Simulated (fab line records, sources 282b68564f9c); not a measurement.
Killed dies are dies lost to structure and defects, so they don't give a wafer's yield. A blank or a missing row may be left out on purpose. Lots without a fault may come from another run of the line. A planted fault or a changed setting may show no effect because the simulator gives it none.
fab line records | flow rit_cmos
record lots=5 wafers=15 last_day=7
route steps=202 shown PRETRO@71 GATE@75 FOX2@80 REOX@98 NLDD@103
lots that met no fault: from a run of the same line without faults
start_h: hours from the record's first day to the start of the lot's first wafer shown | wait_h: hours since the lot's step before | " the same as in the row above | L1.1+2: a row that stands for several wafers | - no value, or no start given | * or withheld: withheld | < > ~ a bound
route shown NAME@n: a module of which the file shows steps, and the number in the route of the first | usual: mean/standard deviation of fault-free wafers | same: alike in all rows | chamber/n: place in a boat | sites: the reading at each site | _std_site: their standard deviation | _edge_site: outer sites' mean less inner sites' | radius_mm: how far each site lies from the wafer's centre | mask NAME#n: copy n | behind: the tool/chamber that last shaped the wafer | hold: why the lot was held/for how many hours/how that ended | device: the transistor (n, p or np) that didn't switch | end of line: the same wafers' tests at the end of the route | a step without rows: its recipe alone | killed: dies lost to structure and defects at the first sort, not the wafer's yield | map: a wafer's dies, x killed, . not, _ none there
set.NAME: the setting as run; set.NAME@STEP: as run at that earlier step | model.NAME: the simulator's own value behind a step, which no gauge read
lots at some steps of the route; a table a step, a row a wafer
services: from which hour (start_h, from the record's first day; less than 0 if before it) a tool's chamber was out of use, for how many hours, and why
## steps
# step RIT_PRETRO_HARDBAKE_07
# recipe resist=NOVOLAK temp_c=140 time_s=120
# columns lot.wafer tool chamber start_h wait_h
L078.3+4+5 litho_track-04 0 53.47 0.1
L080.2+3+4 litho_track-01 0 67.26 0.1
L084.1+2+4 litho_track-01 0 84.13 0.0
L086.1+3+4 litho_track-01 0 92.72 0.0
L095.4+5+6 litho_track-03 0 137.11 0.1
# step RIT_PRETRO_IMPLANT_08
# recipe species=B energy_kev=44.29 dose_cm2=1.2e+13 tilt_deg=7
# columns lot.wafer tool chamber start_h wait_h
L078.3+4+5 implanter-02 0 53.68 0.2
L080.2+3+4 implanter-02 0 67.49 0.2
L084.1+2+4 implanter-02 0 84.38 0.2
L086.1+3+4 implanter-02 0 92.97 0.2
L095.4+5+6 implanter-04 0 137.31 0.2
# step RIT_PRETRO_STRIP_09
# recipe chemistry=O2 time_s=180 resist=NOVOLAK platen_temp_c=withheld power_w=500 pressure_mtorr=4000 o2_flow_sccm=4000
# usual drypump_motor_current_A=5.69/0.25 o2_flow_sccm=4000/13
# columns lot.wafer tool chamber start_h wait_h drypump_motor_current_A o2_flow_sccm rf_hours_counter_h
L078.3 plasma_asher-03 1 53.84 0.1 6.15 4014 -
L078.4 " 0 " " 5.88 4003 -
L078.5 " 0 " " 5.89 3993 -
L080.2 plasma_asher-04 1 67.62 0.1 5.59 4019 39
L080.3 " 1 " " 5.56 4010 -
L080.4 " 0 " " 5.97 3992 -
L084.1 plasma_asher-02 1 84.53 0.1 5.35 3998 31
L084.2 " 0 " " 5.77 3996 31
L084.4 " 1 " " 5.36 3996 -
L086.1 plasma_asher-02 0 93.12 0.1 5.80 3987 32
L086.3 " 1 " " 5.35 4006 -
L086.4 " 0 " " 5.79 4000 -
L095.4 plasma_asher-02 0 137.44 0.1 5.80 4015 -
L095.5 " 0 " " 5.81 4029 -
L095.6 " 1 " " 5.37 3979 -
# step RIT_PRETRO_TW_MEAS_10
# usual PRETRO_TW=478.7/2.5
# columns lot.wafer tool chamber start_h wait_h PRETRO_TW
L078.3 film_metro-01 - 53.98 0.1 474.3
L078.4 " - " " 474.8
L078.5 " - " " 472.1
L080.2 film_metro-03 - 67.80 0.1 481.2
L080.3 " - " " 481.6
L080.4 " - " " 481.8
L084.1 film_metro-03 - 84.70 0.1 476.8
L084.2 " - " " 481.8
L084.4 " - " " 481.6
L086.1 film_metro-02 - 93.29 0.1 481.1
L086.3 " - " " 480.3
L086.4 " - " " 481.8
L095.4 film_metro-01 - 137.59 0.1 479.0
L095.5 " - " " 480.9
L095.6 " - " " 480.1
# step RIT_GATE_WET_ETCH_00
# recipe chemistry=BOE target=SiO2 target_depth_nm=56 time_s=60 dry=n2_spin dilution=10:1 temp_c=21.5
# columns lot.wafer tool chamber start_h wait_h
L078.3+4+5 wet_bench-01 0 54.02 0.0
L080.2+3+4 wet_bench-04 2 67.85 0.0
L084.1+2+4 wet_bench-04 3 84.76 0.1
L086.1+3+4 wet_bench-04 3 93.35 0.1
L095.4+5+6 wet_bench-03 0 137.62 0.0
# step RIT_GATE_CLEAN_01
# recipe chemistry=SC1 mix=3:3:50 time_s=600 temp_c=75
# columns lot.wafer tool chamber start_h wait_h
L078.3+4+5 wet_bench-03 3 54.04 0.0
L080.2+3+4 wet_bench-03 0 67.88 0.0
L084.1+2+4 wet_bench-01 2 84.79 0.0
L086.1+3+4 wet_bench-01 1 93.38 0.0
L095.4+5+6 wet_bench-01 3 137.64 0.0
# step RIT_GATE_CLEAN_02
# recipe chemistry=dHF dilution=50:1 time_s=30
# columns lot.wafer tool chamber start_h wait_h
L078.3+4+5 wet_bench-04 2 54.22 0.0
L080.2+3+4 wet_bench-01 2 68.23 0.0
L084.1+2+4 wet_bench-04 2 85.00 0.0
L086.1+3+4 wet_bench-04 3 93.61 0.0
L095.4+5+6 wet_bench-04 0 137.82 0.0
# step RIT_GATE_CLEAN_03
# recipe chemistry=SC2 mix=3:3:50 time_s=600 temp_c=75 dry=n2_spin
# columns lot.wafer tool chamber start_h wait_h
L078.3+4+5 wet_bench-01 2 54.23 0.0
L080.2+3+4 wet_bench-04 2 68.25 0.0
L084.1+2+4 wet_bench-04 2 85.02 0.0
L086.1+3+4 wet_bench-01 3 93.63 0.0
L095.4+5+6 wet_bench-03 0 137.84 0.0
# step RIT_GATE_CLEAN_04
# recipe chemistry=dHF dilution=50:1 time_s=60 dry=n2_spin
# columns lot.wafer tool chamber start_h wait_h
L078.3+4+5 wet_bench-04 2 54.41 0.0
L080.2+3+4 wet_bench-03 0 68.42 0.0
L084.1+2+4 wet_bench-04 0 85.21 0.0
L086.1+3+4 wet_bench-04 1 93.85 0.0
L095.4+5+6 wet_bench-03 2 138.03 0.0
# step RIT_FOX2_THK_MEAS_91
# recipe reads=SiO2_of_FOX2_OXIDATION_00
# usual FIELD_OXIDE_LEFT_2_THK=246/6.8
# columns lot.wafer tool chamber start_h wait_h FIELD_OXIDE_LEFT_2_THK[nm]
L078.3 film_metro-04 - 54.45 0.0 243
L078.4 " - " " 242
L078.5 " - " " 240
L080.2 film_metro-02 - 68.48 0.0 237
L080.3 " - " " 232
L080.4 " - " " 230
L084.1 film_metro-03 - 85.23 0.0 243
L084.2 " - " " 245
L084.4 " - " " 241
L086.1 film_metro-04 - 93.88 0.0 243
L086.3 " - " " 236
L086.4 " - " " 241
L095.4 film_metro-02 - 138.08 0.0 262
L095.5 " - " " 264
L095.6 " - " " 260
# step RIT_GATE_OXIDATION_05
# recipe temp_c=900 ambient=O2 target_thk_a=30 ox_time_s=270
# columns lot.wafer tool chamber start_h wait_h
L078.3+4+5 furnace-03 0 55.58 1.1
L080.2+3+4 furnace-04 0 69.58 1.1
L084.1+2+4 furnace-01 0 86.38 1.1
L086.1+3+4 furnace-03 0 95.04 1.2
L095.4+5+6 furnace-03 0 138.11 0.0
# step RIT_GATE_ANNEAL_06
# recipe temp_c=900 time_s=600 ambient=N2O
# columns lot.wafer tool chamber start_h wait_h
L078.3+4+5 furnace-04 0 56.66 0.0
L080.2+3+4 furnace-01 0 72.44 1.8
L084.1+2+4 furnace-03 0 88.37 0.9
L086.1+3+4 furnace-01 0 98.59 2.5
L095.4+5+6 furnace-01 0 141.29 2.1
# step RIT_GATE_THK_MEAS_07
# recipe reads=SiO2_of_GATE_OXIDATION_05
# usual GATE_OXIDE_THK=3.01/0.073
# columns lot.wafer tool chamber start_h wait_h GATE_OXIDE_THK[nm]
L078.3 film_metro-02 - 56.93 0.0 3.02
L078.4 " - " " 3.01
L078.5 " - " " 2.88
L080.2 film_metro-04 - 72.70 0.0 3.01
L080.3 " - " " 2.98
L080.4 " - " " 3.04
L084.1 film_metro-04 - 88.62 0.0 3.00
L084.2 " - " " 3.07
L084.4 " - " " 2.94
L086.1 film_metro-02 - 98.84 0.0 3.02
L086.3 " - " " 3.04
L086.4 " - " " 3.09
L095.4 film_metro-04 - 141.57 0.0 2.96
L095.5 " - " " 2.97
L095.6 " - " " 2.94
# step RIT_GATE_CVD_08
# recipe material=poly-Si target_thk_nm=250 temp_c=610 precursor=SiH4 time_s=2220 pressure_mtorr=300 sih4_flow_sccm=100
# columns lot.wafer tool chamber start_h wait_h
L078.3+4+5 lpcvd-01 0 56.97 0.0
L080.2+3+4 lpcvd-01 0 72.75 0.0
L084.1+2+4 lpcvd-02 1 88.68 0.1
L086.1+3+4 lpcvd-02 1 99.53 0.7
L095.4+5+6 lpcvd-01 0 141.60 0.0
# step RIT_GATE_THK_MEAS_09
# recipe reads=poly-Si_of_GATE_CVD_08
# usual GATE_POLY_THK=251.7/2.4
# columns lot.wafer tool chamber start_h wait_h GATE_POLY_THK[nm]
L078.3 film_metro-03 - 58.60 0.0 250.8
L078.4 " - " " 247.8
L078.5 " - " " 250.9
L080.2 film_metro-03 - 74.37 0.0 249.8
L080.3 " - " " 253.1
L080.4 " - " " 251.8
L084.1 film_metro-02 - 90.29 0.0 254.1
L084.2 " - " " 251.9
L084.4 " - " " 255.8
L086.1 film_metro-03 - 101.14 0.0 250.9
L086.3 " - " " 251.7
L086.4 " - " " 251.4
L095.4 film_metro-03 - 143.25 0.0 250.2
L095.5 " - " " 249.6
L095.6 " - " " 249.5
# step RIT_GATE_HMDS_10
# recipe prime_time_s=60 prime_temp_c=140
# columns lot.wafer tool chamber start_h wait_h
L078.3+4+5 litho_track-02 0 58.69 0.1
L080.2+3+4 litho_track-01 0 74.45 0.1
L084.1+2+4 litho_track-04 0 90.35 0.1
L086.1+3+4 litho_track-04 0 101.20 0.1
L095.4+5+6 litho_track-01 0 143.35 0.1
# step RIT_GATE_COAT_11
# recipe resist=NOVOLAK spin_rpm=4250 resist_thk_nm=850
# columns lot.wafer tool chamber start_h wait_h
L078.3+4+5 litho_track-02 0 58.84 0.1
L080.2+3+4 litho_track-01 0 74.60 0.1
L084.1+2+4 litho_track-04 0 90.50 0.1
L086.1+3+4 litho_track-04 0 101.35 0.1
L095.4+5+6 litho_track-01 0 143.50 0.1
# step RIT_GATE_SOFTBAKE_12
# recipe resist=NOVOLAK temp_c=88.95 time_s=60
# columns lot.wafer tool chamber start_h wait_h
L078.3+4+5 litho_track-02 0 58.99 0.1
L080.2+3+4 litho_track-01 0 74.75 0.1
L084.1+2+4 litho_track-04 0 90.65 0.1
L086.1+3+4 litho_track-04 0 101.50 0.1
L095.4+5+6 litho_track-01 0 143.65 0.1
# step RIT_GATE_EXPOSE_13
# recipe mask_id=M6 na=0.6 source_shape=conventional sigma_outer=0.6 target_cd_nm=150 dose_mj=380
# usual stage_vel_mm_s=500.04/0.26
# columns lot.wafer tool chamber start_h wait_h mask stage_vel_mm_s
L078.3 iline_stepper-01 0 59.13 0.1 M6#0 499.91
L078.4 " 0 " " M6#0 500.05
L078.5 " 0 " " M6#0 500.15
L080.2 iline_stepper-02 0 75.02 0.2 M6#0 499.81
L080.3 " 0 " " M6#0 499.70
L080.4 " 0 " " M6#0 499.94
L084.1 iline_stepper-02 0 90.93 0.2 M6#0 499.81
L084.2 " 0 " " M6#0 500.29
L084.4 " 0 " " M6#0 500.58
L086.1 iline_stepper-02 0 101.65 0.1 M6#0 499.88
L086.3 " 0 " " M6#0 499.71
L086.4 " 0 " " M6#0 499.52
L095.4 iline_stepper-01 0 143.79 0.1 M6#0 499.61
L095.5 " 0 " " M6#0 499.66
L095.6 " 0 " " M6#0 499.92
# step RIT_GATE_PEB_14
# recipe resist=NOVOLAK temp_c=withheld time_s=withheld
# columns lot.wafer tool chamber start_h wait_h
L078.3+4+5 litho_track-01 0 59.26 0.1
L080.2+3+4 litho_track-01 0 75.14 0.1
L084.1+2+4 litho_track-02 0 91.05 0.1
L086.1+3+4 litho_track-02 0 101.77 0.1
L095.4+5+6 litho_track-02 0 143.92 0.1
# step RIT_GATE_DEVELOP_15
# recipe resist=NOVOLAK develop_time_s=50 dev_temp_c=23
# columns lot.wafer tool chamber start_h wait_h
L078.3+4+5 litho_track-01 0 - -
L080.2+3+4 litho_track-01 0 - -
L084.1+2+4 litho_track-02 0 - -
L086.1+3+4 litho_track-02 0 - -
L095.4+5+6 litho_track-02 0 - -
# step RIT_GATE_CD_MEAS_16
# recipe target_cd_nm=150
# usual cd_nm=150.4/3
# columns lot.wafer tool chamber start_h wait_h cd_nm
L078.3 cd_sem-02 - 59.53 - 153.1
L078.4 " - " " 154.0
L078.5 " - " " 154.0
L080.2 cd_sem-02 - 75.42 - 150.9
L080.3 " - " " 149.1
L080.4 " - " " 151.2
L084.1 cd_sem-02 - 91.33 - 152.0
L084.2 " - " " 149.1
L084.4 " - " " 150.6
L086.1 cd_sem-01 - 102.05 - 147.1
L086.3 " - " " 147.8
L086.4 " - " " 147.8
L095.4 cd_sem-02 - 144.19 - 147.6
L095.5 " - " " 147.0
L095.6 " - " " 146.8
# step RIT_GATE_OVL_MEAS_17
# usual GATE_OVL=0.4/1.3
# columns lot.wafer tool chamber start_h wait_h GATE_OVL[nm]
L078.3 overlay-02 - 59.63 0.1 1.3
L078.4 " - " " 1.9
L078.5 " - " " 1.8
L080.2 overlay-01 - 75.52 0.1 1.9
L080.3 " - " " 1.7
L080.4 " - " " 2.2
L084.1 overlay-02 - 91.45 0.1 -1.1
L084.2 " - " " -1.7
L084.4 " - " " -0.5
L086.1 overlay-01 - 102.17 0.1 -0.5
L086.3 " - " " -0.1
L086.4 " - " " -1.0
L095.4 overlay-02 - 144.27 0.1 0.5
L095.5 " - " " -0.8
L095.6 " - " " -0.5
# step RIT_GATE_HARDBAKE_18
# recipe resist=NOVOLAK temp_c=140 time_s=60
# columns lot.wafer tool chamber start_h wait_h
L078.3+4+5 litho_track-04 0 59.70 0.1
L080.2+3+4 litho_track-04 0 75.58 0.0
L084.1+2+4 litho_track-02 0 91.48 0.0
L086.1+3+4 litho_track-04 0 102.35 0.2
L095.4+5+6 litho_track-04 0 144.39 0.1
# step RIT_GATE_ETCH_19
# recipe chemistry=SF6/CHF3/O2 time_s=165 SF6_flow_sccm=30 CHF3_flow_sccm=30 O2_flow_sccm=5 target=poly-Si pressure_mtorr=40 rf_w=160 target_depth_a=3125 over_etch_frac=0.25 stop_on=SiO2
# usual SF6_flow_sccm=30.02/0.093 drypump_motor_current_A=5.7/0.48 oes_product_au=0.850/0.013 throttle_valve_pct=10.20/0.12
# columns lot.wafer tool chamber start_h wait_h SF6_flow_sccm drypump_motor_current_A oes_product_au rf_hours_counter_h throttle_valve_pct
L078.3 rie_si-02 0 59.80 0.1 30.01 6.2 0.865 144 10.28
L078.4 " 0 " " 30.04 6.1 0.856 - 10.27
L078.5 " 3 " " 29.96 5.4 0.843 - 10.25
L080.2 rie_si-02 2 75.70 0.1 30.17 4.9 0.842 0 10.22
L080.3 " 0 " " 30.11 6.2 0.868 145 10.27
L080.4 " 0 " " 30.18 6.1 0.871 - 10.28
L084.1 rie_si-02 3 91.63 0.1 29.90 5.4 0.848 0 10.24
L084.2 " 1 " " 29.99 6.0 0.861 119 10.05
L084.4 " 2 " " 30.00 4.9 0.859 0 10.23
L086.1 rie_si-02 1 102.50 0.1 30.15 6.0 0.865 119 10.05
L086.3 " 3 " " 30.04 5.4 0.834 1 10.23
L086.4 " 2 " " 30.07 4.9 0.845 0 10.22
L095.4 rie_si-01 0 144.46 0.1 30.12 5.0 0.853 4 10.04
L095.5 " 3 " " 30.04 6.1 0.825 - 10.46
L095.6 " 2 " " 30.17 6.1 0.843 - 10.17
# step RIT_GATE_STRIP_20
# recipe chemistry=O2 time_s=180 resist=NOVOLAK platen_temp_c=withheld power_w=500 pressure_mtorr=4000 o2_flow_sccm=4000
# usual drypump_motor_current_A=5.7/0.37 o2_flow_sccm=4000/12
# columns lot.wafer tool chamber start_h wait_h drypump_motor_current_A o2_flow_sccm rf_hours_counter_h
L078.3 plasma_asher-01 1 59.97 0.1 6.0 4016 -
L078.4 " 0 " " 5.2 4015 -
L078.5 " 0 " " 5.2 4005 -
L080.2 plasma_asher-01 1 75.81 0.1 6.0 3993 44
L080.3 " 1 " " 6.0 3997 -
L080.4 " 0 " " 5.2 3993 -
L084.1 plasma_asher-02 0 91.74 0.1 5.8 4014 31
L084.2 " 1 " " 5.4 3994 31
L084.4 " 0 " " 5.8 4013 -
L086.1 plasma_asher-01 0 102.61 0.1 5.2 4004 47
L086.3 " 1 " " 6.0 3987 -
L086.4 " 0 " " 5.2 3996 -
L095.4 plasma_asher-01 1 144.63 0.1 6.0 4005 -
L095.5 " 1 " " 6.0 4021 -
L095.6 " 0 " " 5.2 4015 -
# step RIT_GATE_CD_MEAS_90
# recipe target_cd_nm=150
# usual cd_nm=150/3
# columns lot.wafer tool chamber start_h wait_h cd_nm
L078.3 cd_sem-01 - 60.12 0.1 153
L078.4 " - " " 154
L078.5 " - " " 154
L080.2 cd_sem-01 - 76.01 0.1 151
L080.3 " - " " 149
L080.4 " - " " 151
L084.1 cd_sem-01 - 91.92 0.1 152
L084.2 " - " " 149
L084.4 " - " " 150
L086.1 cd_sem-02 - 102.79 0.1 147
L086.3 " - " " 148
L086.4 " - " " 148
L095.4 cd_sem-01 - 144.80 0.1 147
L095.5 " - " " 147
L095.6 " - " " 147
# step RIT_REOX_CLEAN_00
# recipe chemistry=SC1 mix=3:3:50 time_s=600 temp_c=75
# columns lot.wafer tool chamber start_h wait_h
L078.3+4+5 wet_bench-04 3 60.20 0.1
L080.2+3+4 wet_bench-01 1 76.11 0.1
L084.1+2+4 wet_bench-04 3 92.04 0.1
L086.1+3+4 wet_bench-02 2 102.91 0.1
L095.4+5+6 wet_bench-04 1 144.86 0.0
# step RIT_REOX_CLEAN_01
# recipe chemistry=dHF dilution=50:1 time_s=30
# columns lot.wafer tool chamber start_h wait_h
L078.3+4+5 wet_bench-01 2 60.38 0.0
L080.2+3+4 wet_bench-04 0 76.30 0.0
L084.1+2+4 wet_bench-02 1 92.23 0.0
L086.1+3+4 wet_bench-04 0 103.08 0.0
L095.4+5+6 wet_bench-04 1 145.04 0.0
# step RIT_REOX_CLEAN_02
# recipe chemistry=SC2 mix=3:3:50 time_s=586.1 temp_c=75 dry=n2_spin
# columns lot.wafer tool chamber start_h wait_h
L078.3+4+5 wet_bench-04 1 60.40 0.0
L080.2+3+4 wet_bench-04 3 76.32 0.0
L084.1+2+4 wet_bench-01 0 92.25 0.0
L086.1+3+4 wet_bench-02 1 103.10 0.0
L095.4+5+6 wet_bench-04 0 145.06 0.0
# step RIT_REOX_OXIDATION_03
# recipe temp_c=900 ambient=O2 target_thk_a=252 ox_time_s=5580
# columns lot.wafer tool chamber start_h wait_h
L078.3+4+5 furnace-03 0 61.68 1.1
L080.2+3+4 furnace-03 0 76.51 0.0
L084.1+2+4 furnace-03 0 92.49 0.0
L086.1+3+4 furnace-03 0 103.86 0.6
L095.4+5+6 furnace-01 0 146.48 1.3
# step RIT_REOX_THK_MEAS_04
# recipe reads=SiO2_of_REOX_OXIDATION_03
# usual REOX_OXIDE_THK=25.1/0.46
# columns lot.wafer tool chamber start_h wait_h REOX_OXIDE_THK[nm]
L078.3 film_metro-01 - 64.25 0.0 25.8
L078.4 " - " " 26.0
L078.5 " - " " 26.0
L080.2 film_metro-01 - 79.07 0.0 24.3
L080.3 " - " " 24.3
L080.4 " - " " 24.4
L084.1 film_metro-01 - 95.04 0.0 24.6
L084.2 " - " " 24.9
L084.4 " - " " 25.4
L086.1 film_metro-03 - 106.41 0.0 25.0
L086.3 " - " " 25.1
L086.4 " - " " 24.8
L095.4 film_metro-03 - 149.06 0.0 24.9
L095.5 " - " " 25.0
L095.6 " - " " 24.7
# step RIT_NLDD_HMDS_00
# recipe prime_time_s=60 prime_temp_c=140
# columns lot.wafer tool chamber start_h wait_h
L078.3+4+5 litho_track-03 0 64.34 0.1
L080.2+3+4 litho_track-01 0 79.23 0.2
L084.1+2+4 litho_track-01 0 95.10 0.1
L086.1+3+4 litho_track-01 0 106.47 0.1
L095.4+5+6 litho_track-03 0 149.18 0.1
# step RIT_NLDD_COAT_01
# recipe resist=NOVOLAK spin_rpm=3250 resist_thk_nm=1000
# columns lot.wafer tool chamber start_h wait_h
L078.3+4+5 litho_track-03 0 64.49 0.1
L080.2+3+4 litho_track-01 0 79.38 0.1
L084.1+2+4 litho_track-01 0 95.25 0.1
L086.1+3+4 litho_track-01 0 106.62 0.1
L095.4+5+6 litho_track-03 0 149.33 0.1
# step RIT_NLDD_SOFTBAKE_02
# recipe resist=NOVOLAK temp_c=90 time_s=60
# columns lot.wafer tool chamber start_h wait_h
L078.3+4+5 litho_track-03 0 64.64 0.1
L080.2+3+4 litho_track-01 0 79.53 0.1
L084.1+2+4 litho_track-01 0 95.40 0.1
L086.1+3+4 litho_track-01 0 106.77 0.1
L095.4+5+6 litho_track-03 0 149.48 0.1
# step RIT_NLDD_EXPOSE_03
# recipe mask_id=M7 na=0.57 target_cd_nm=40700 dose_mj=250
# usual stage_vel_mm_s=500.02/0.27
# columns lot.wafer tool chamber start_h wait_h mask stage_vel_mm_s
L078.3 iline_stepper-02 0 64.90 0.2 M7#0 500.22
L078.4 " 0 " " M7#0 500.23
L078.5 " 0 " " M7#0 500.01
L080.2 iline_stepper-01 0 79.80 0.2 M7#0 499.96
L080.3 " 0 " " M7#0 499.58
L080.4 " 0 " " M7#0 499.99
L084.1 iline_stepper-01 0 95.55 0.1 M7#0 499.60
L084.2 " 0 " " M7#0 499.95
L084.4 " 0 " " M7#0 500.06
L086.1 iline_stepper-01 0 106.92 0.1 M7#0 499.87
L086.3 " 0 " " M7#0 499.76
L086.4 " 0 " " M7#0 500.29
L095.4 iline_stepper-02 0 149.74 0.2 M7#0 500.24
L095.5 " 0 " " M7#0 500.16
L095.6 " 0 " " M7#0 500.01
# step RIT_NLDD_PEB_04
# recipe resist=NOVOLAK temp_c=withheld time_s=withheld
# columns lot.wafer tool chamber start_h wait_h
L078.3+4+5 litho_track-03 0 65.03 0.1
L080.2+3+4 litho_track-02 0 79.92 0.1
L084.1+2+4 litho_track-03 0 95.67 0.1
L086.1+3+4 litho_track-01 0 107.04 0.1
L095.4+5+6 litho_track-01 0 149.98 0.2
# step RIT_NLDD_DEVELOP_05
# recipe resist=NOVOLAK develop_time_s=50 dev_temp_c=23
# columns lot.wafer tool chamber start_h wait_h
L078.3+4+5 litho_track-03 0 - -
L080.2+3+4 litho_track-02 0 - -
L084.1+2+4 litho_track-03 0 - -
L086.1+3+4 litho_track-01 0 - -
L095.4+5+6 litho_track-01 0 - -
# step RIT_NLDD_OVL_MEAS_06
# usual NLDD_OVL=-0.2/1.6
# columns lot.wafer tool chamber start_h wait_h NLDD_OVL[nm]
L078.3 overlay-01 - 65.27 - -1.4
L078.4 " - " " -0.6
L078.5 " - " " -2.4
L080.2 overlay-02 - 80.19 - -2.0
L080.3 " - " " -0.9
L080.4 " - " " 0.5
L084.1 overlay-01 - 95.95 - 2.2
L084.2 " - " " 2.8
L084.4 " - " " 3.5
L086.1 overlay-01 - 107.32 - -0.3
L086.3 " - " " -0.7
L086.4 " - " " 1.1
L095.4 overlay-02 - 150.20 - -0.3
L095.5 " - " " -1.2
L095.6 " - " " -1.3
# step RIT_NLDD_HARDBAKE_07
# recipe resist=NOVOLAK temp_c=140 time_s=60
# columns lot.wafer tool chamber start_h wait_h
L078.3+4+5 litho_track-02 0 65.35 0.1
L080.2+3+4 litho_track-01 0 80.24 0.0
L084.1+2+4 litho_track-01 0 95.99 0.0
L086.1+3+4 litho_track-02 0 107.36 0.0
L095.4+5+6 litho_track-01 0 150.29 0.1
## services
# columns tool chamber start_h hours kind
wet_bench-02 - 42.42 47.1 pm
furnace-03 - 45.85 9.7 pm
plasma_asher-01 - 54.90 3.0 repair
rie_si-02 2 57.51 - clean
rie_si-02 2 57.51 16.8 scheduled_down
rie_si-02 2 57.51 16.8 vent_cycle
furnace-01 - 68.91 3.5 pm
rie_si-02 3 74.61 3.0 repair
wet_bench-03 - 81.72 4.1 repair
plasma_asher-04 - 89.88 0.5 repair
lpcvd-01 - 100.24 1.7 repair
implanter-02 - 107.19 5.2 repair
implanter-04 - 107.93 3.1 repair
plasma_asher-03 - 108.75 9.0 pm
plasma_asher-03 0 108.75 9.0 vent_cycle
plasma_asher-03 1 108.75 9.0 vent_cycle
plasma_asher-03 0 117.75 - clean
implanter-04 - 130.88 5.3 pm
rie_si-02 0 132.24 - clean
rie_si-02 0 132.24 21.7 scheduled_down
rie_si-02 0 132.24 21.7 vent_cycle
plasma_asher-02 - 132.94 4.4 repair
furnace-03 - 139.19 4.2 pm
implanter-04 - 146.30 0.8 repair
## key
fault none
